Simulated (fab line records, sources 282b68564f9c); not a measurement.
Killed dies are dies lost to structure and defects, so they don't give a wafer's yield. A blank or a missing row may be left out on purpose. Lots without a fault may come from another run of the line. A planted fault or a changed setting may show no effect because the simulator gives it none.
Split-lot experiment | flow rit_cmos | 5 lots, 23 wafers read, on a route of 202 steps

THE SPLIT
At RIT_ACTIVE_OXIDATION_01 (target thk 46.8 nm, ox time 3360 s), the setting ox_time_s was moved away from the recipe's 3360 s on 15 of the 23 wafers read, by -9.7% to +7.1%. The other wafers ran this setting at the recipe's value.

The file shows no step between the split and the reading.

THE READING
ACTIVE_OXIDE_THK, in nm, at RIT_ACTIVE_THK_MEAS_02. Fault-free wafers of this fab line usually give 46.8 nm, standard deviation 0.66 nm.

wafer  | tool, chamber at the split | ox_time_s as run, s | against the recipe | ACTIVE_OXIDE_THK, nm | against lot-mates on the recipe
L074.1 | -, -                       | 3597                | +7.1%              | 48.5                 | no lot-mate on the recipe
L074.3 | -, -                       | 3597                | +7.1%              | 49.2                 | no lot-mate on the recipe
L074.4 | -, -                       | 3597                | +7.1%              | 49.4                 | no lot-mate on the recipe
L074.5 | -, -                       | 3597                | +7.1%              | 49.1                 | no lot-mate on the recipe
L074.6 | -, -                       | 3597                | +7.1%              | 49.0                 | no lot-mate on the recipe
L075.3 | furnace-04, 0              | 3360                | recipe             | 47.2                 | -
L075.5 | furnace-04, 0              | 3360                | recipe             | 46.5                 | -
L075.6 | furnace-04, 0              | 3360                | recipe             | 46.5                 | -
L081.1 | -, -                       | 3035                | -9.7%              | 42.7                 | no lot-mate on the recipe
L081.2 | -, -                       | 3035                | -9.7%              | 43.7                 | no lot-mate on the recipe
L081.3 | -, -                       | 3035                | -9.7%              | 42.3                 | no lot-mate on the recipe
L081.5 | -, -                       | 3035                | -9.7%              | 43.2                 | no lot-mate on the recipe
L081.6 | -, -                       | 3035                | -9.7%              | 43.4                 | no lot-mate on the recipe
L083.1 | -, -                       | 3590                | +6.8%              | 48.0                 | no lot-mate on the recipe
L083.2 | -, -                       | 3590                | +6.8%              | 48.9                 | no lot-mate on the recipe
L083.3 | -, -                       | 3590                | +6.8%              | 48.7                 | no lot-mate on the recipe
L083.4 | -, -                       | 3590                | +6.8%              | 48.9                 | no lot-mate on the recipe
L083.5 | -, -                       | 3590                | +6.8%              | 48.9                 | no lot-mate on the recipe
L085.2 | -, -                       | 3360                | recipe             | 46.3                 | -
L085.3 | -, -                       | 3360                | recipe             | 46.9                 | -
L085.4 | -, -                       | 3360                | recipe             | 47.2                 | -
L085.5 | -, -                       | 3360                | recipe             | 46.0                 | -
L085.6 | -, -                       | 3360                | recipe             | 46.7                 | -

THE FIT
A straight line over all 23 wafers: ACTIVE_OXIDE_THK changes by +0.347 nm for each +1% of ox_time_s; r = +0.98; the points scatter about the line by 0.44 nm.
Too few moved wafers have a lot-mate on the recipe to fit a line with each lot's own level taken away.

THE WHOLE CHAIN: every reading that the file lists as answering this split, in the file's order
step                    | what it does                       | reading                                                                             | change (the file's fit)               | r (the file's)
RIT_ACTIVE_OXIDATION_01 | target thk 46.8 nm, ox time 3360 s | SiO2_of_ACTIVE_OXIDATION_01.thk_nm (the simulator's own value, which no gauge read) | +0.347 nm for each +1% of the setting | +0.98
RIT_ACTIVE_THK_MEAS_02  |                                    | ACTIVE_OXIDE_THK                                                                    | +0.347 for each +1% of the setting    | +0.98

THE FILE'S OWN FIT
ACTIVE_OXIDE_THK changes by +0.347 nm for each +1% of ox_time_s, r = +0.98.
